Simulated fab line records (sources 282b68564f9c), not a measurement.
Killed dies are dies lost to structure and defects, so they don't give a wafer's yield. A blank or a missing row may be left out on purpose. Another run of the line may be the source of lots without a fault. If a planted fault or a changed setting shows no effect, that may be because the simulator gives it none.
A struck lot beside a sound one + flow rit cmos + 20 steps out of a route of 202
Sound: these wafers, L680.2, L680.4, L680.6. The struck wafers were L697.2, L697.4, L697.6. The cause comes at the end.
Per side, at each step with rows, come the tool, then ch with its chambers, and then its first start. Under that, the readings that differ: sound wafers + struck wafers + difference of the means + sigmas: that difference in standard deviations of wafers without a fault.
alike: same words and numbers on both sides, and readings whose means sit less than 2 such deviations apart. not compared: any withheld reading, any reading some wafer has no value for, any bound like >300 that may hide the same value, and any number with overlapping values for which the record gives no deviation.
A row with sigmas, a row that says differs or no value, or rows on one side alone: a step with any of these is where the two part. Non-overlapping numbers with no deviation appear without sigmas and do not part them. A reading missing from all wafers of one side parts the sides only when that side holds two or more wafers.

first, 3 steps without rows for these wafers: RIT_GATE_CLEAN_02 (cleans in dHF, time 30 s); RIT_GATE_CLEAN_03 (cleans in SC2, time 600 s); RIT_GATE_CLEAN_04 (cleans in dHF, time 60 s).
RIT_FOX2_THK_MEAS_91:
  sound on film metro-03 at day 2 08:53; struck on film metro-03 at day 5 20:43
  alike: FIELD_OXIDE_LEFT_2_THK
then, 2 steps without rows for these wafers: RIT_GATE_OXIDATION_05 (target thk 3 nm, ox time 270 s); RIT_GATE_ANNEAL_06 (time 600 s).
RIT_GATE_THK_MEAS_07:
  sound on film metro-04 at day 2 11:34; struck on film metro-01 at day 5 22:07
  alike: GATE_OXIDE_THK
then, 1 step without rows for these wafers: RIT_GATE_CVD_08 (deposits poly-Si from SiH4, target thk 250 nm, time 2220 s).
RIT_GATE_THK_MEAS_09:
  sound on film metro-04 at day 2 13:15; struck on film metro-03 at day 5 23:47
  alike: GATE_POLY_THK
then, 3 steps without rows for these wafers: RIT_GATE_HMDS_10 (prime time 60 s); RIT_GATE_COAT_11 (resist thk 850 nm); RIT_GATE_SOFTBAKE_12 (time 60 s).
RIT_GATE_EXPOSE_13: exposes mask M6, target cd 150 nm.
  sound on iline stepper-02 ch 0, day 2 13:46; struck on iline stepper-01 ch 0, day 6 00:31
| reading              | sound             | struck            | difference | sigmas |
|----------------------|-------------------|-------------------|------------|--------|
| exposure dose mJ cm2 | 380.1 379.7 379.8 | 365.9 365.4 365.4 | -14.3      | -35    |
  alike: mask
then, 2 steps without rows for these wafers: RIT_GATE_PEB_14; RIT_GATE_DEVELOP_15 (develop time 50 s).
RIT_GATE_CD_MEAS_16: the cd target is 150 nm.
  sound on cd sem-01 at day 2 14:10; struck on cd sem-01 at day 6 00:55
| reading    | sound             | struck          | difference | sigmas |
|------------|-------------------|-----------------|------------|--------|
| cd nm (nm) | 148.9 151.1 149.0 | 55.7 116.4 64.0 | -71.0      | -37    |
RIT_GATE_OVL_MEAS_17:
  sound on overlay-01 at day 2 14:16; struck on overlay-01 at day 6 01:02
  alike: GATE_OVL
then, 1 step without rows for these wafers: RIT_GATE_HARDBAKE_18 (time 60 s).
RIT_GATE_ETCH_19: etches poly-Si in SF6/CHF3/O2, stops on SiO2, time 165 s, target depth 312.5 nm.
  sound on rie si-01 ch 0,3, day 2 14:27; struck on rie si-02 ch 0,1,3, day 6 01:19
| reading               | sound             | struck           | difference | sigmas |
|-----------------------|-------------------|------------------|------------|--------|
| model.GATE.cd nm (nm) | 149.2 151.2 148.8 | 55.69 116.7 64.2 | -70.87     |        |
  alike: drypump motor current A, oes product au, throttle valve pct
  not compared: rf hours counter h
RIT_GATE_STRIP_20: strips in O2, time 180 s.
  sound on plasma asher-04 ch 0,1, day 2 14:34; struck on plasma asher-02 ch 0,1, day 6 01:25
  alike: drypump motor current A
  not compared: rf hours counter h

== WHERE THEY PART ==
First at RIT_GATE_EXPOSE_13; last, within this record, at RIT_GATE_CD_MEAS_16. Later steps at which nothing parts them and some readings are alike: RIT_GATE_OVL_MEAS_17, RIT_GATE_ETCH_19, RIT_GATE_STRIP_20.

WHY: what the simulator had put in
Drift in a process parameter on iline stepper-01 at RIT_GATE_EXPOSE_13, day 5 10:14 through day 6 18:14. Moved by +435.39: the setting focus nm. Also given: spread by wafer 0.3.
